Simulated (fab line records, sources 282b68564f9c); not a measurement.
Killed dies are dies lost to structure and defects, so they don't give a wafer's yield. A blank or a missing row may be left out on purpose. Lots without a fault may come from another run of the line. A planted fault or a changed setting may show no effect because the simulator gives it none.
Which tool did it? | flow rit_cmos | 7 lots, 21 wafers sampled, at 2 steps of a route of 202

WHAT THE GAUGES READ, wafer by wafer
RIT_SILICIDE_RS_MEAS_02: measures by four-point-probe.
lot  | measured    | on            | SILICIDE_TI_RS (ohm/sq)
L998 | day 3 09:07 | film_metro-01 | 48.9 48.6 48.6
L100 | day 3 18:13 | film_metro-02 | 47.5 47.9 47.6
L102 | day 4 06:40 | film_metro-04 | 46.8 47.5 47.3
L105 | day 4 20:10 | film_metro-02 | 47.2 49.0 47.2
L107 | day 5 04:12 | film_metro-01 | 48.3 49.2 48.7
L112 | day 6 05:40 | film_metro-01 | 48.3 72.1 47.6 48.6 73.3 48.1
L119 | day 7 18:05 | film_metro-04 | 47.4 47.6 48.2

WHICH TOOL RAN EACH LOT (tool, then ch and the chambers of the sampled wafers, then the start)
lot  | RIT_SILICIDE_SPUTTER_01
L998 | pvd_sputter-02, day 3 08:57
L100 | pvd_sputter-02, day 3 18:03
L102 | pvd_sputter-02, day 4 06:31
L105 | pvd_sputter-04, day 4 20:01
L107 | pvd_sputter-04, day 5 04:03
L112 | pvd_sputter-02, day 6 05:31
L119 | pvd_sputter-04, day 7 17:56
- RIT_SILICIDE_SPUTTER_01: material Ti, target thk 30 nm, time 240 s.

THE ANSWER, worked out from the rows above alone
Rule: what is usual is taken from the lots themselves. Put in order of their means at a reading, lots are off if they are a third of the lots or fewer, leave a main group of 4 or more, and stand apart from it by a gap of 3 or more times the standard deviation of the main group's means; of several such gaps the widest counts. A main group whose means are all the same, to the digits that the tables above print for the reading, isn't used. A lot without any number at a reading at which 4 lots or more have one is off too. The other lots that the step has rows for count as sound.
Off: L112, at RIT_SILICIDE_RS_MEAS_02 (SILICIDE_TI_RS). The main group: mean 48.0 ohm/sq, standard deviation 0.56.
A tool fits if, at a process step before that reading, it ran every lot that is off, and no sound lot after the first of them. The gauges at RIT_SILICIDE_RS_MEAS_02 are tried like those tools. Can't be told from this: 2 tools fit, pvd_sputter-02 at RIT_SILICIDE_SPUTTER_01, film_metro-01 at RIT_SILICIDE_RS_MEAS_02.

WHAT THE SIMULATOR HAD PUT IN
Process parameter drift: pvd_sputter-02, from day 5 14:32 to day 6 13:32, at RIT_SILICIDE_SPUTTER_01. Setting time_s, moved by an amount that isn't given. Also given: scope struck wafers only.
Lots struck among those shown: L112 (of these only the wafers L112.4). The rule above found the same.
